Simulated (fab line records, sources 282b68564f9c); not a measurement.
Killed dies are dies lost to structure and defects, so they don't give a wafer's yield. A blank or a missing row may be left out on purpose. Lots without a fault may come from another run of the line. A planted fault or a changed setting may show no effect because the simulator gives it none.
fab line records | flow rit_cmos
record lots=14 wafers=42 last_day=8
route steps=202 shown PWELL@47 M1@202
lots that met no fault: from a run of the same line without faults
start_h: hours from the record's first day to the start of the lot's first wafer shown | wait_h: hours since the lot's step before | " the same as in the row above | L1.1+2: a row that stands for several wafers | - no value, or no start given | * or withheld: withheld | < > ~ a bound
route shown NAME@n: a module of which the file shows steps, and the number in the route of the first | usual: mean/standard deviation of fault-free wafers | same: alike in all rows | chamber/n: place in a boat | sites: the reading at each site | _std_site: their standard deviation | _edge_site: outer sites' mean less inner sites' | radius_mm: how far each site lies from the wafer's centre | mask NAME#n: copy n | behind: the tool/chamber that last shaped the wafer | hold: why the lot was held/for how many hours/how that ended | device: the transistor (n, p or np) that didn't switch | end of line: the same wafers' tests at the end of the route | a step without rows: its recipe alone | killed: dies lost to structure and defects at the first sort, not the wafer's yield | map: a wafer's dies, x killed, . not, _ none there
set.NAME: the setting as run; set.NAME@STEP: as run at that earlier step | model.NAME: the simulator's own value behind a step, which no gauge read
steps of the route over a sample of lots; a table a step, a row a wafer
services: from which hour (start_h, from the record's first day; less than 0 if before it) a tool's chamber was out of use, for how many hours, and why
## steps
# step RIT_PWELL_IMPLANT_08
# recipe species=B energy_kev=170 dose_cm2=7e+13 tilt_deg=7
# usual beam_on_s=9.98/0.18 dose_ions_cm2=7e+13/7.7e+10 faraday_current_uA=223/3.9
# columns lot.wafer tool chamber start_h wait_h beam_on_s dose_ions_cm2 faraday_current_uA
L507.1 implanter-01 0 22.68 0.2 9.77 7.012e+13 227
L507.3 " 0 " " 10.29 7.009e+13 217
L507.6 " 0 " " 9.96 7.007e+13 223
L508.2 implanter-01 0 30.45 0.2 10.12 6.988e+13 220
L508.3 " 0 " " 10.08 7.006e+13 219
L508.6 " 0 " " 9.83 6.993e+13 224
L509.1 implanter-02 0 35.90 0.2 9.88 6.994e+13 224
L509.2 " 0 " " 10.12 6.992e+13 220
L509.4 " 0 " " 10.26 7.007e+13 216
L510.4 implanter-02 0 44.31 0.2 9.70 6.988e+13 230
L510.5 " 0 " " 10.16 6.992e+13 219
L510.6 " 0 " " 9.79 7.002e+13 227
L511.2 implanter-02 0 49.99 0.2 9.98 7.01e+13 223
L511.4 " 0 " " 9.92 7.009e+13 224
L511.5 " 0 " " 10.10 7.005e+13 220
L512.3 implanter-02 0 55.01 0.2 10.25 7.004e+13 218
L512.4 " 0 " " 9.85 6.999e+13 224
L512.6 " 0 " " 9.66 6.997e+13 229
L513.2 implanter-03 0 58.44 0.2 10.15 7.001e+13 218
L513.5 " 0 " " 10.30 7.002e+13 215
L513.6 " 0 " " 9.84 7.005e+13 225
L514.1 implanter-03 0 64.09 0.2 10.00 7.006e+13 222
L514.2 " 0 " " 10.22 7.002e+13 217
L514.3 " 0 " " 9.97 7.002e+13 222
L515.2 implanter-01 0 66.04 0.2 10.35 6.994e+13 215
L515.3 " 0 " " 10.05 6.986e+13 222
L515.6 " 0 " " 10.00 6.997e+13 223
L516.3 implanter-02 0 69.72 0.2 10.24 7.007e+13 216
L516.5 " 0 " " 10.03 7.001e+13 221
L516.6 " 0 " " 10.22 6.996e+13 216
L517.3 implanter-01 0 81.73 0.2 9.77 6.996e+13 227
L517.4 " 0 " " 10.06 6.992e+13 220
L517.6 " 0 " " 9.83 7.008e+13 226
L518.2 implanter-01 0 84.40 0.2 10.12 7.002e+13 219
L518.5 " 0 " " 9.79 7.011e+13 227
L518.6 " 0 " " 10.42 7.006e+13 212
L526.1 implanter-03 0 119.21 0.2 9.88 1.2179e+14 392
L526.3 " 0 " " 9.76 1.2172e+14 395
L526.6 " 0 " " 9.88 1.2187e+14 391
L530.2 implanter-03 0 141.14 0.2 10.11 1.2159e+14 384
L530.3 " 0 " " 9.90 1.2154e+14 387
L530.6 " 0 " " 9.75 1.2166e+14 396
# step RIT_PWELL_TW_MEAS_10
# usual PWELL_TW=949/6.5
# columns lot.wafer tool chamber start_h wait_h PWELL_TW
L507.1 film_metro-04 - 23.00 0.1 948
L507.3 " - " " 949
L507.6 " - " " 952
L508.2 film_metro-04 - 30.76 0.1 965
L508.3 " - " " 958
L508.6 " - " " 956
L509.1 film_metro-01 - 36.23 0.1 940
L509.2 " - " " 943
L509.4 " - " " 943
L510.4 film_metro-01 - 44.59 0.1 939
L510.5 " - " " 942
L510.6 " - " " 937
L511.2 film_metro-03 - 50.30 0.1 953
L511.4 " - " " 944
L511.5 " - " " 948
L512.3 film_metro-04 - 55.30 0.1 954
L512.4 " - " " 955
L512.6 " - " " 959
L513.2 film_metro-01 - 58.75 0.1 939
L513.5 " - " " 939
L513.6 " - " " 934
L514.1 film_metro-04 - 64.42 0.1 956
L514.2 " - " " 957
L514.3 " - " " 956
L515.2 film_metro-01 - 66.35 0.1 936
L515.3 " - " " 943
L515.6 " - " " 937
L516.3 film_metro-03 - 70.01 0.1 944
L516.5 " - " " 949
L516.6 " - " " 948
L517.3 film_metro-04 - 82.03 0.1 953
L517.4 " - " " 954
L517.6 " - " " 954
L518.2 film_metro-04 - 84.71 0.1 954
L518.5 " - " " 947
L518.6 " - " " 954
L526.1 film_metro-01 - 119.54 0.1 1132
L526.3 " - " " 1123
L526.6 " - " " 1121
L530.2 film_metro-04 - 141.45 0.1 1137
L530.3 " - " " 1135
L530.6 " - " " 1135
# step RIT_WELLDRIVE_RS_MEAS_02
# recipe thk_meas_gauge=four-point-probe
# usual PWELL_RS=430.4/1.3
# columns lot.wafer tool chamber start_h wait_h PWELL_RS[ohm/sq]
L507.1 film_metro-04 - 28.65 0.1 430.3
L507.3 " - " " 429.8
L507.6 " - " " 429.1
L508.2 film_metro-04 - 37.87 0.1 429.5
L508.3 " - " " 428.9
L508.6 " - " " 430.1
L509.1 film_metro-04 - 44.87 0.1 427.6
L509.2 " - " " 427.6
L509.4 " - " " 428.2
L510.4 film_metro-01 - 51.32 0.1 429.9
L510.5 " - " " 429.8
L510.6 " - " " 430.5
L511.2 film_metro-03 - 57.46 0.1 429.5
L511.4 " - " " 429.8
L511.5 " - " " 429.0
L512.3 film_metro-01 - 61.53 0.1 430.9
L512.4 " - " " 431.0
L512.6 " - " " 431.3
L513.2 film_metro-01 - 65.43 0.1 432.3
L513.5 " - " " 431.1
L513.6 " - " " 432.4
L514.1 film_metro-03 - 71.15 0.1 430.6
L514.2 " - " " 430.4
L514.3 " - " " 431.8
L515.2 film_metro-04 - 74.33 0.1 430.2
L515.3 " - " " 431.8
L515.6 " - " " 429.8
L516.3 film_metro-04 - 79.43 0.1 431.0
L516.5 " - " " 431.1
L516.6 " - " " 430.4
L517.3 film_metro-04 - 87.34 0.1 429.9
L517.4 " - " " 429.4
L517.6 " - " " 429.8
L518.2 film_metro-01 - 90.38 0.1 431.1
L518.5 " - " " 432.0
L518.6 " - " " 431.4
L526.1 film_metro-01 - 125.46 0.1 306.3
L526.3 " - " " 306.1
L526.6 " - " " 307.6
L530.2 film_metro-01 - 146.72 0.1 306.4
L530.3 " - " " 305.7
L530.6 " - " " 305.9
# step RIT_M1_PROBE_99
# usual killed_at_contacts=0.1/0.37 killed_at_front_end=6.9/2.9 killed_dies=7.1/2.9 killed_on_rim=1.9/1.4 killed_open=3.3/1.8 killed_short=3.6/2.2
# same gross_dies=264 killed_at_M0_to_M3=0 killed_at_M4_up=0 killed_at_back_side=0 killed_at_other=0
# columns lot.wafer tool chamber start_h wait_h killed_at_contacts killed_at_front_end killed_dies killed_on_rim killed_open killed_short
L516.3 prober-02 - 111.93 0.2 1 7 8 3 5 2
L516.5 prober-02 - 112.03 0.2 0 6 6 2 2 4
L516.6 prober-02 - 112.08 0.2 1 12 13 3 6 6
# killed by level:class
L516.3 FOX1:geometric_particle:open=2 GATE:geometric_particle:open=2 FOX1:geometric_particle:short=1 CONTACT:coat_microbubble_printed=1 GATE:geometric_particle:short=1 REOX:geometric_particle:open=1
L516.5 FOX1:geometric_particle:short=1 FOX1:geometric_particle:open=1 GATE:geometric_particle:short=1 GATE:geometric_particle:open=1 REOX:geometric_particle:short=1 SPACER:geometric_particle:short=1
L516.6 FOX1:geometric_particle:short=3 GATE:geometric_particle:short=2 FOX1:geometric_particle:open=1 FOX2:geometric_particle:open=1 GATE:geometric_particle:open=1 REOX:geometric_particle:short=1 REOX:geometric_particle:open=1 SPACER:geometric_particle:open=1
## services
# columns tool chamber start_h hours kind
implanter-01 - 27.14 1.3 repair
implanter-03 - 50.66 3.6 pm
implanter-02 - 57.82 3.9 pm
implanter-03 - 77.11 3.3 repair
## key
first_sign step=RIT_PWELL_IMPLANT_08 reading=dose_ions_cm2 direction=up sigmas=99+ usual=7e+13 struck=1.217e+14
effect step=RIT_PWELL_IMPLANT_08 reading=faraday_current_uA direction=up sigmas=43 usual=223 struck=391
effect step=RIT_PWELL_TW_MEAS_10 reading=PWELL_TW direction=up sigmas=28 usual=949 struck=1131
effect step=RIT_WELLDRIVE_RS_MEAS_02 reading=PWELL_RS direction=down sigmas=98 usual=430.4 struck=306.3
met_at RIT_PWELL_IMPLANT_08
struck_lots L526,L530
tester_left_out L526,L530
onset_between 64.09 119.21
fault kind=process_parameter_drift tool=implanter-03 chamber=- onset_h=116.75 steps=RIT_PWELL_IMPLANT_08 channel=dose_cm2 offset=5.1667e+13 shape=step end_h=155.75 acts_in=these_recipes_only stated=7e+13
# tester_left_out: of these lots the tester's yield and bins aren't shown, on N5 and GAA mostly nor the transistor test; their killed dies are dies lost to structure and defects alone, not to doping, threshold or leakage, so they don't give the yield
